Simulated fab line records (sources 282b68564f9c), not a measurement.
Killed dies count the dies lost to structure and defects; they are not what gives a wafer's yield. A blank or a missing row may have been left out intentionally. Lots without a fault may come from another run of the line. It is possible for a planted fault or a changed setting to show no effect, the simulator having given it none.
fab line records | flow rit-cmos
record: lots: 5 wafers: 15 last-day: 7
route steps=202 shown GATE@83 REOX@98 NLDD@103 PLDD@114 M1@202
lots that met no fault: from a run of the same line without faults
start-h: the number of hours between the record's first day and the start of the first shown wafer of the lot | wait-h: hours elapsed since this lot's preceding step | " the same as in the row above | L1.1+2: a single row standing in for several wafers | - either no value or no given start | * or withheld: withheld | < > ~ a bound
route shown NAME@n: a module of which the file shows steps, and the number in the route of the first | usual: mean/standard deviation of fault-free wafers | same: alike in all rows | chamber/n: place in a boat | sites: readings site by site | _std_site: standard deviation across them | _edge_site: inner sites' mean taken away from outer sites' mean | radius-mm: how far each site lies from the wafer's centre | mask NAME#n: copy n | behind: the most recent tool/chamber to have shaped the wafer | hold: cause of the lot's hold/its duration in hours/its outcome | device: whichever transistor did not switch (one of n, p or np) | end of line: the tests these same wafers got at the end of their route | step lacking rows: just its recipe | killed: dies lost to structure and defects at the first sort, not the wafer's yield | map: dies across one wafer; x = killed, . = not, _ = none there
set.NAME: the setting as run; set.NAME@STEP: as run at that earlier step | model.NAME: the simulator's own value behind a step, which no gauge read
lots at selected steps of the route; one table per step, one row per wafer
services: from which hour (start-h, from the record's first day; less than 0 if before it) a tool's chamber was out of use, for how many hours, and why
== steps ==
step: RIT_GATE_THK_MEAS_07
recipe: reads: SiO2_of_GATE_OXIDATION_05
usual: GATE_OXIDE_THK: 3.02/0.052
columns lot.wafer tool chamber start-h wait-h GATE_OXIDE_THK[nm]
L245.2 film-metro-04 - 47.46 0.0 2.95
L245.4 " - " " 2.98
L245.5 " - " " 2.96
L252.2 film-metro-04 - 80.82 0.0 2.99
L252.3 " - " " 2.98
L252.4 " - " " 3.05
L254.1 film-metro-03 - 94.62 0.0 3.03
L254.2 " - " " 3.04
L254.6 " - " " 3.14
L257.1 film-metro-03 - 109.23 0.0 3.03
L257.4 " - " " 3.08
L257.5 " - " " 3.04
L264.2 film-metro-01 - 142.23 0.0 3.10
L264.5 " - " " 3.05
L264.6 " - " " 2.99
step: RIT_GATE_CVD_08
recipe: material: poly-Si target-thk-nm: 250 temp-c: 610 precursor: SiH4 time-s: 2220 pressure-mtorr: 300 sih4-flow-sccm: 100
step: RIT_GATE_THK_MEAS_09
recipe: reads: poly-Si_of_GATE_CVD_08
usual: GATE_POLY_THK: 248.8/2.6
columns lot.wafer tool chamber start-h wait-h GATE_POLY_THK[nm]
L245.2 film-metro-04 - 49.48 0.0 245.5
L245.4 " - " " 247.6
L245.5 " - " " 247.4
L252.2 film-metro-01 - 83.39 0.0 243.3
L252.3 " - " " 244.6
L252.4 " - " " 243.4
L254.1 film-metro-03 - 96.30 0.0 246.0
L254.2 " - " " 244.9
L254.6 " - " " 245.6
L257.1 film-metro-03 - 110.91 0.0 248.9
L257.4 " - " " 251.1
L257.5 " - " " 246.9
L264.2 film-metro-01 - 143.91 0.0 253.5
L264.5 " - " " 253.7
L264.6 " - " " 251.5
step: RIT_GATE_HMDS_10
recipe: prime-time-s: 60 prime-temp-c: 140
step: RIT_GATE_COAT_11
recipe: resist: NOVOLAK spin-rpm: 4250 resist-thk-nm: 850
step: RIT_GATE_SOFTBAKE_12
recipe: resist: NOVOLAK temp-c: 90 time-s: 60
step: RIT_GATE_EXPOSE_13
recipe: mask-id: M6 na: 0.6 source-shape: conventional sigma-outer: 0.6 target-cd-nm: 150 dose-mj: 388.4
step: RIT_GATE_PEB_14
recipe: resist: NOVOLAK temp-c: withheld time-s: withheld
step: RIT_GATE_DEVELOP_15
recipe: resist: NOVOLAK develop-time-s: 50 dev-temp-c: 23
step: RIT_GATE_CD_MEAS_16
recipe: target-cd-nm: 150
usual: cd-nm: 150.4/2.3
columns lot.wafer tool chamber start-h wait-h cd-nm
L245.2 cd-sem-01 - 50.40 - 145.7
L245.4 " - " " 146.9
L245.5 " - " " 144.8
L252.2 cd-sem-01 - 84.31 - 151.1
L252.3 " - " " 152.7
L252.4 " - " " 150.4
L254.1 cd-sem-01 - 97.36 - 152.2
L254.2 " - " " 149.5
L254.6 " - " " 150.8
L257.1 cd-sem-02 - 111.82 - 153.0
L257.4 " - " " 153.3
L257.5 " - " " 152.3
L264.2 cd-sem-01 - 144.83 - 151.2
L264.5 " - " " 151.4
L264.6 " - " " 150.0
step: RIT_GATE_OVL_MEAS_17
usual: GATE_OVL: -0.9/1.4
columns lot.wafer tool chamber start-h wait-h GATE_OVL[nm]
L245.2 overlay-01 - 50.50 0.1 0.6
L245.4 " - " " -0.5
L245.5 " - " " -0.1
L252.2 overlay-01 - 84.41 0.1 1.2
L252.3 " - " " 2.2
L252.4 " - " " 0.0
L254.1 overlay-02 - 97.48 0.1 -0.6
L254.2 " - " " -0.3
L254.6 " - " " -0.7
L257.1 overlay-02 - 111.94 0.1 -0.7
L257.4 " - " " -2.2
L257.5 " - " " -1.3
L264.2 overlay-02 - 144.94 0.1 -2.9
L264.5 " - " " -3.3
L264.6 " - " " -2.9
step: RIT_GATE_HARDBAKE_18
recipe: resist: NOVOLAK temp-c: 140 time-s: 60
step: RIT_GATE_ETCH_19
recipe: chemistry: SF6/CHF3/O2 time-s: 165 SF6_flow_sccm: 30 CHF3_flow_sccm: 30 O2_flow_sccm: 5 target: poly-Si pressure-mtorr: 40 rf-w: 160 target-depth-a: 3125 over-etch-frac: 0.25 stop-on: SiO2
usual: chamber-pressure-mTorr: 40.00/0.038 drypump-motor-current-A: 5.7/0.31 oes-product-au: 0.844/0.014 throttle-valve-pct: 10.28/0.12
columns lot.wafer tool chamber start-h wait-h chamber-pressure-mTorr drypump-motor-current-A oes-product-au rf-hours-counter-h throttle-valve-pct
L245.2 rie-si-02 1 50.68 0.1 39.97 5.6 0.853 46 10.36
L245.4 " 0 " " 40.04 6.2 0.846 72 10.15
L245.5 " 2 " " 40.02 5.3 0.816 - 10.18
L252.2 rie-si-01 3 84.59 0.1 39.96 6.3 0.835 55 10.15
L252.3 " 1 " " 40.01 5.7 0.843 79 10.32
L252.4 " 2 " " 40.07 5.4 0.846 0 10.16
L254.1 rie-si-01 1 97.67 0.1 39.99 5.7 0.843 79 10.34
L254.2 " 0 " " 40.01 5.5 0.815 94 10.38
L254.6 " 2 " " 40.01 5.4 0.842 - 10.17
L257.1 rie-si-02 3 112.12 0.1 39.99 5.8 0.845 61 10.49
L257.4 " 0 " " 39.99 6.2 0.868 73 10.17
L257.5 " 0 " " 40.01 6.2 0.845 - 10.15
L264.2 rie-si-01 0 145.12 0.1 40.03 5.5 0.836 94 10.38
L264.5 " 2 " " 39.95 5.4 0.870 - 10.14
L264.6 " 1 " " 39.99 5.7 0.865 - 10.34
step: RIT_GATE_STRIP_20
recipe: chemistry: O2 time-s: 180 resist: NOVOLAK platen-temp-c: withheld power-w: 500 pressure-mtorr: 4000 o2-flow-sccm: 4149
usual: chamber-pressure-mTorr: 4000/3.8 drypump-motor-current-A: 5.84/0.3
columns lot.wafer tool chamber start-h wait-h chamber-pressure-mTorr drypump-motor-current-A rf-hours-counter-h
L245.2 plasma-asher-01 0 50.79 0.1 3994 6.23 41
L245.4 " 0 " " 3998 6.22 -
L245.5 " 0 " " 3997 6.24 -
L252.2 plasma-asher-01 1 84.70 0.1 3999 5.55 45
L252.3 " 0 " " 3997 6.19 -
L252.4 " 1 " " 3998 5.54 -
L254.1 plasma-asher-01 1 97.78 0.1 3998 5.52 46
L254.2 " 0 " " 4001 6.22 46
L254.6 " 0 " " 4003 6.23 -
L257.1 plasma-asher-01 1 112.23 0.1 3998 5.51 48
L257.4 " 0 " " 4000 6.24 -
L257.5 " 0 " " 3999 6.25 -
L264.2 plasma-asher-03 1 145.22 0.1 4003 5.83 36
L264.5 " 1 " " 4003 5.81 -
L264.6 " 0 " " 4000 6.04 -
step: RIT_GATE_CD_MEAS_90
recipe: target-cd-nm: 150
usual: cd-nm: 150.3/2.3
columns lot.wafer tool chamber start-h wait-h cd-nm
L245.2 cd-sem-01 - 50.99 0.1 145.4
L245.4 " - " " 146.0
L245.5 " - " " 144.6
L252.2 cd-sem-01 - 84.90 0.1 151.0
L252.3 " - " " 152.4
L252.4 " - " " 150.2
L254.1 cd-sem-01 - 97.95 0.1 152.0
L254.2 " - " " 149.3
L254.6 " - " " 150.6
L257.1 cd-sem-02 - 112.41 0.1 153.5
L257.4 " - " " 153.2
L257.5 " - " " 152.2
L264.2 cd-sem-02 - 145.42 0.1 150.9
L264.5 " - " " 150.7
L264.6 " - " " 149.5
step: RIT_REOX_CLEAN_00
recipe: chemistry: SC1 mix: 3:3:50 time-s: 600 temp-c: 75
step: RIT_REOX_CLEAN_01
recipe: chemistry: dHF dilution: 50:1 time-s: 30
step: RIT_REOX_CLEAN_02
recipe: chemistry: SC2 mix: 3:3:50 time-s: 600 temp-c: 75 dry: n2-spin
step: RIT_REOX_OXIDATION_03
recipe: temp-c: 900 ambient: O2 target-thk-a: 252 ox-time-s: 5580
step: RIT_REOX_THK_MEAS_04
recipe: reads: SiO2_of_REOX_OXIDATION_03
usual: REOX_OXIDE_THK: 25.3/0.42
columns lot.wafer tool chamber start-h wait-h REOX_OXIDE_THK[nm]
L245.2 film-metro-03 - 54.82 0.0 24.6
L245.4 " - " " 25.3
L245.5 " - " " 25.5
L252.2 film-metro-04 - 88.98 0.0 25.5
L252.3 " - " " 25.5
L252.4 " - " " 25.3
L254.1 film-metro-03 - 101.12 0.0 25.9
L254.2 " - " " 25.8
L254.6 " - " " 25.9
L257.1 film-metro-03 - 115.44 0.0 25.1
L257.4 " - " " 25.5
L257.5 " - " " 25.8
L264.2 film-metro-03 - 148.66 0.0 24.7
L264.5 " - " " 25.5
L264.6 " - " " 25.2
step: RIT_NLDD_HMDS_00
recipe: prime-time-s: 60 prime-temp-c: 140
step: RIT_NLDD_COAT_01
recipe: resist: NOVOLAK spin-rpm: 3250 resist-thk-nm: 1000
step: RIT_NLDD_SOFTBAKE_02
recipe: resist: NOVOLAK temp-c: 90 time-s: 60
step: RIT_NLDD_EXPOSE_03
recipe: mask-id: M7 na: 0.57 target-cd-nm: 40700 dose-mj: 250
step: RIT_NLDD_PEB_04
recipe: resist: NOVOLAK temp-c: withheld time-s: withheld
step: RIT_NLDD_DEVELOP_05
recipe: resist: NOVOLAK develop-time-s: 50 dev-temp-c: 23
step: RIT_NLDD_OVL_MEAS_06
usual: NLDD_OVL: 0.3/1.3
columns lot.wafer tool chamber start-h wait-h NLDD_OVL[nm]
L245.2 overlay-02 - 55.85 - -0.4
L245.4 " - " " 0.6
L245.5 " - " " 1.1
L252.2 overlay-02 - 90.02 - 0.4
L252.3 " - " " 1.3
L252.4 " - " " 0.4
L254.1 overlay-01 - 102.35 - -1.6
L254.2 " - " " -0.8
L254.6 " - " " 1.2
L257.1 overlay-02 - 116.35 - -0.3
L257.4 " - " " 0.5
L257.5 " - " " 1.5
L264.2 overlay-01 - 149.72 - 0.9
L264.5 " - " " -0.9
L264.6 " - " " 0.9
step: RIT_NLDD_HARDBAKE_07
recipe: resist: NOVOLAK temp-c: 140 time-s: 60
step: RIT_NLDD_IMPLANT_08
recipe: species: P energy-kev: 20 dose-cm2: 5e+14 tilt-deg: 7
step: RIT_NLDD_STRIP_09
recipe: chemistry: O2 time-s: 180 resist: NOVOLAK platen-temp-c: withheld power-w: 500 pressure-mtorr: 4000 o2-flow-sccm: 4000
usual: chamber-pressure-mTorr: 4000/3.5 drypump-motor-current-A: 5.85/0.24
columns lot.wafer tool chamber start-h wait-h chamber-pressure-mTorr drypump-motor-current-A rf-hours-counter-h
L245.2 plasma-asher-03 1 56.18 0.1 4000 5.79 26
L245.4 " 0 " " 4001 6.06 -
L245.5 " 0 " " 4001 6.05 -
L252.2 plasma-asher-03 0 90.35 0.1 3999 6.08 30
L252.3 " 1 " " 4002 5.78 -
L252.4 " 0 " " 4001 6.08 -
L254.1 plasma-asher-03 0 102.69 0.1 3997 6.03 31
L254.2 " 1 " " 4002 5.77 31
L254.6 " 0 " " 3996 6.03 -
L257.1 plasma-asher-02 0 116.69 0.1 4002 5.80 48
L257.4 " 1 " " 3999 6.20 -
L257.5 " 1 " " 3996 6.21 -
L264.2 plasma-asher-02 0 150.05 0.1 4004 5.85 51
L264.5 " 1 " " 4002 6.14 -
L264.6 " 0 " " 4007 5.88 -
step: RIT_NLDD_TW_MEAS_10
usual: NLDD_TW: 2466/27
columns lot.wafer tool chamber start-h wait-h NLDD_TW
L245.2 film-metro-01 - 56.36 0.1 2450
L245.4 " - " " 2424
L245.5 " - " " 2431
L252.2 film-metro-01 - 90.53 0.1 2438
L252.3 " - " " 2456
L252.4 " - " " 2463
L254.1 film-metro-02 - 102.86 0.1 2467
L254.2 " - " " 2475
L254.6 " - " " 2477
L257.1 film-metro-03 - 116.86 0.1 2480
L257.4 " - " " 2474
L257.5 " - " " 2492
L264.2 film-metro-03 - 150.23 0.1 2494
L264.5 " - " " 2503
L264.6 " - " " 2513
step: RIT_PLDD_HMDS_00
recipe: prime-time-s: 60 prime-temp-c: 140
step: RIT_PLDD_COAT_01
recipe: resist: NOVOLAK spin-rpm: 3250 resist-thk-nm: 1000
step: RIT_PLDD_SOFTBAKE_02
recipe: resist: NOVOLAK temp-c: 90 time-s: 60
step: RIT_PLDD_EXPOSE_03
recipe: mask-id: M8 na: 0.57 target-cd-nm: 40900 dose-mj: 250
step: RIT_PLDD_PEB_04
recipe: resist: NOVOLAK temp-c: withheld time-s: withheld
step: RIT_PLDD_DEVELOP_05
recipe: resist: NOVOLAK develop-time-s: 51.09 dev-temp-c: 23
step: RIT_PLDD_OVL_MEAS_06
usual: PLDD_OVL: 0.4/1.7
columns lot.wafer tool chamber start-h wait-h PLDD_OVL[nm]
L245.2 overlay-01 - 57.52 - -1.0
L245.4 " - " " 0.4
L245.5 " - " " 0.8
L252.2 overlay-01 - 91.56 - 1.5
L252.3 " - " " 1.5
L252.4 " - " " 1.1
L254.1 overlay-02 - 103.90 - -1.3
L254.2 " - " " 0.6
L254.6 " - " " 1.2
L257.1 overlay-01 - 117.77 - 0.9
L257.4 " - " " 1.2
L257.5 " - " " -0.3
L264.2 overlay-02 - 151.26 - 0.7
L264.5 " - " " 0.3
L264.6 " - " " -0.6
step: RIT_PLDD_HARDBAKE_07
recipe: resist: NOVOLAK temp-c: 140 time-s: 60
step: RIT_PLDD_IMPLANT_08
recipe: species: BF2 energy-kev: 20 dose-cm2: 9e+14 tilt-deg: 7
step: RIT_PLDD_STRIP_09
recipe: chemistry: O2 time-s: 180 resist: NOVOLAK platen-temp-c: withheld power-w: 500 pressure-mtorr: 4000 o2-flow-sccm: 4000
usual: chamber-pressure-mTorr: 4000/3.5 drypump-motor-current-A: 5.94/0.22
columns lot.wafer tool chamber start-h wait-h chamber-pressure-mTorr drypump-motor-current-A rf-hours-counter-h
L245.2 plasma-asher-01 0 57.85 0.1 4006 6.23 42
L245.4 " 1 " " 3996 5.53 -
L245.5 " 1 " " 4002 5.54 -
L252.2 plasma-asher-03 0 91.89 0.1 4001 6.05 30
L252.3 " 0 " " 3998 6.03 -
L252.4 " 1 " " 4002 5.76 -
L254.1 plasma-asher-01 1 104.23 0.1 4000 5.52 47
L254.2 " 0 " " 4001 6.24 47
L254.6 " 1 " " 4003 5.52 -
L257.1 plasma-asher-02 1 118.11 0.1 4000 6.14 48
L257.4 " 1 " " 4007 6.13 -
L257.5 " 0 " " 4005 5.85 -
L264.2 plasma-asher-01 0 151.59 0.1 4004 6.26 52
L264.5 " 1 " " 4006 5.54 -
L264.6 " 0 " " 4003 6.24 -
step: RIT_PLDD_TW_MEAS_10
usual: PLDD_TW: 2328/25
columns lot.wafer tool chamber start-h wait-h PLDD_TW
L245.2 film-metro-01 - 58.03 0.1 2293
L245.4 " - " " 2289
L245.5 " - " " 2299
L252.2 film-metro-03 - 92.08 0.1 2343
L252.3 " - " " 2347
L252.4 " - " " 2353
L254.1 film-metro-02 - 104.41 0.1 2339
L254.2 " - " " 2339
L254.6 " - " " 2338
L257.1 film-metro-03 - 118.29 0.1 2347
L257.4 " - " " 2362
L257.5 " - " " 2349
L264.2 film-metro-01 - 151.78 0.1 2308
L264.5 " - " " 2309
L264.6 " - " " 2295
step: RIT_M1_PROBE_99
usual: killed-at-contacts: 0.0/0.2 killed-at-front-end: 7.2/2.5 killed-dies: 7.3/2.5 killed-open: 3.8/1.9 killed-short: 3.5/1.8
same: gross-dies: 264 killed_at_M0_to_M3: 0 killed_at_M4_up: 0 killed-at-back-side: 0 killed-at-other: 0
columns lot.wafer tool chamber start-h wait-h killed-at-contacts killed-at-front-end killed-dies killed-open killed-short
L245.2 prober-02 - 72.00 0.1 0 10 10 3 7
L245.4 prober-02 - 72.10 0.2 0 7 7 2 5
L245.5 prober-02 - 72.15 0.2 0 6 6 3 3
L252.2 prober-02 - 105.52 0.1 0 3 3 3 0
L252.3 prober-02 - 105.57 0.2 0 10 10 5 5
L252.4 prober-02 - 105.62 0.2 0 7 7 4 3
L254.1 prober-01 - 118.15 0.1 0 5 5 4 1
L254.2 prober-01 - 118.20 0.1 0 10 10 7 3
L254.6 prober-01 - 118.40 0.2 0 10 10 6 4
L257.4 prober-02 - 133.11 0.2 0 18 18 4 4
L257.5 prober-02 - 133.16 0.2 0 14 14 4 2
killed by level:class
L245.2 FOX2:geometric-particle:short=2 GATE:geometric-particle:open=2 REOX:geometric-particle:short=2 SILICIDE:geometric-particle:short=2 FOX2:geometric-particle:open=1 GATE:geometric-particle:short=1
L245.4 REOX:geometric-particle:short=2 FOX1:geometric-particle:short=1 FOX2:geometric-particle:short=1 FOX2:geometric-particle:open=1 GATE:geometric-particle:open=1 GATE:geometric-particle:short=1
L245.5 FOX2:geometric-particle:short=1 GATE:geometric-particle:short=1 GATE:geometric-particle:open=1 REOX:geometric-particle:open=1 REOX:geometric-particle:short=1 SPACER:geometric-particle:open=1
L252.2 FOX1:geometric-particle:open=1 GATE:geometric-particle:open=1 REOX:geometric-particle:open=1
L252.3 FOX1:geometric-particle:open=2 GATE:geometric-particle:short=2 ACTIVE:geometric-particle:short=1 FOX2:geometric-particle:short=1 FOX2:geometric-particle:open=1 SPACER:geometric-particle:open=1 SILICIDE:geometric-particle:open=1 SILICIDE:geometric-particle:short=1
L252.4 GATE:geometric-particle:open=3 FOX1:geometric-particle:short=1 FOX2:geometric-particle:open=1 GATE:geometric-particle:short=1 REOX:geometric-particle:short=1
L254.1 GATE:geometric-particle:open=2 FOX1:geometric-particle:open=1 FOX2:geometric-particle:open=1 GATE:geometric-particle:short=1
L254.2 FOX1:geometric-particle:open=2 REOX:geometric-particle:short=2 SILICIDE:geometric-particle:open=2 FOX2:geometric-particle:open=1 GATE:geometric-particle:open=1 GATE:geometric-particle:short=1 REOX:geometric-particle:open=1
L254.6 GATE:geometric-particle:open=4 SILICIDE:geometric-particle:short=2 FOX1:geometric-particle:open=1 FOX1:geometric-particle:short=1 REOX:geometric-particle:short=1 SILICIDE:geometric-particle:open=1
L257.4 GATE:unspecified=10 SPACER:geometric-particle:short=2 GATE:geometric-particle:open=2 REOX:geometric-particle:short=2 FOX1:geometric-particle:open=1 SPACER:geometric-particle:open=1
L257.5 GATE:unspecified=8 REOX:geometric-particle:open=2 FOX2:geometric-particle:open=1 GATE:geometric-particle:short=1 REOX:geometric-particle:short=1 SPACER:geometric-particle:open=1
map L257.4 (x killed, . not)
________......._______
_____..x..........____
____...............___
___.................__
__..................._
__...x..............._
_.........x...........
_.......xx............
_.......xxx.x.........
_........x.....x......
__...........xx......_
__....x.....xx......._
___.................__
____..x....x.......___
_____.............____
________......._______
map L245.2 (x killed, . not)
________......._______
_____.............____
____...............___
___......x..........__
__..................._
__.............x....x_
_.....................
_...........x.....x...
_.....................
_.....................
__..x..........x.x..x_
__..................._
___.................__
____...............___
_____.............____
________x......_______
== services ==
columns tool chamber start-h hours kind
rie-si-02 3 35.22 6.9 repair
rie-si-01 2 35.90 - clean
rie-si-01 2 35.90 23.9 scheduled-down
rie-si-01 2 35.90 23.9 vent-cycle
plasma-asher-02 - 79.75 1.5 repair
plasma-asher-03 - 80.05 2.8 pm
plasma-asher-01 - 86.60 2.0 repair
rie-si-02 0 150.03 6.5 repair
rie-si-01 1 150.38 1.3 repair
== key ==
first-sign: step: RIT_M1_PROBE_99 reading: killed-at-front-end direction: up sigmas: 3.5 usual: 7.2 struck: 16
effect: step: RIT_M1_PROBE_99 reading: killed-dies direction: up sigmas: 3.5 usual: 7.3 struck: 16
met-at RIT_GATE_ETCH_19
struck-wafers L257.4,L257.5
tester-left-out L257
onset-between 50.68 112.12
fault: kind: chamber-particle-source tool: rie-si-02 chamber: 0 onset-h: 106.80 steps: RIT_GATE_ETCH_19 rate-per-visit-cm2: 0.040712 end-h: 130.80
tester-left-out: of these lots the tester's yield and bins aren't shown, on N5 and GAA mostly nor the transistor test; their killed dies are dies lost to structure and defects alone, not to doping, threshold or leakage, so they don't give the yield
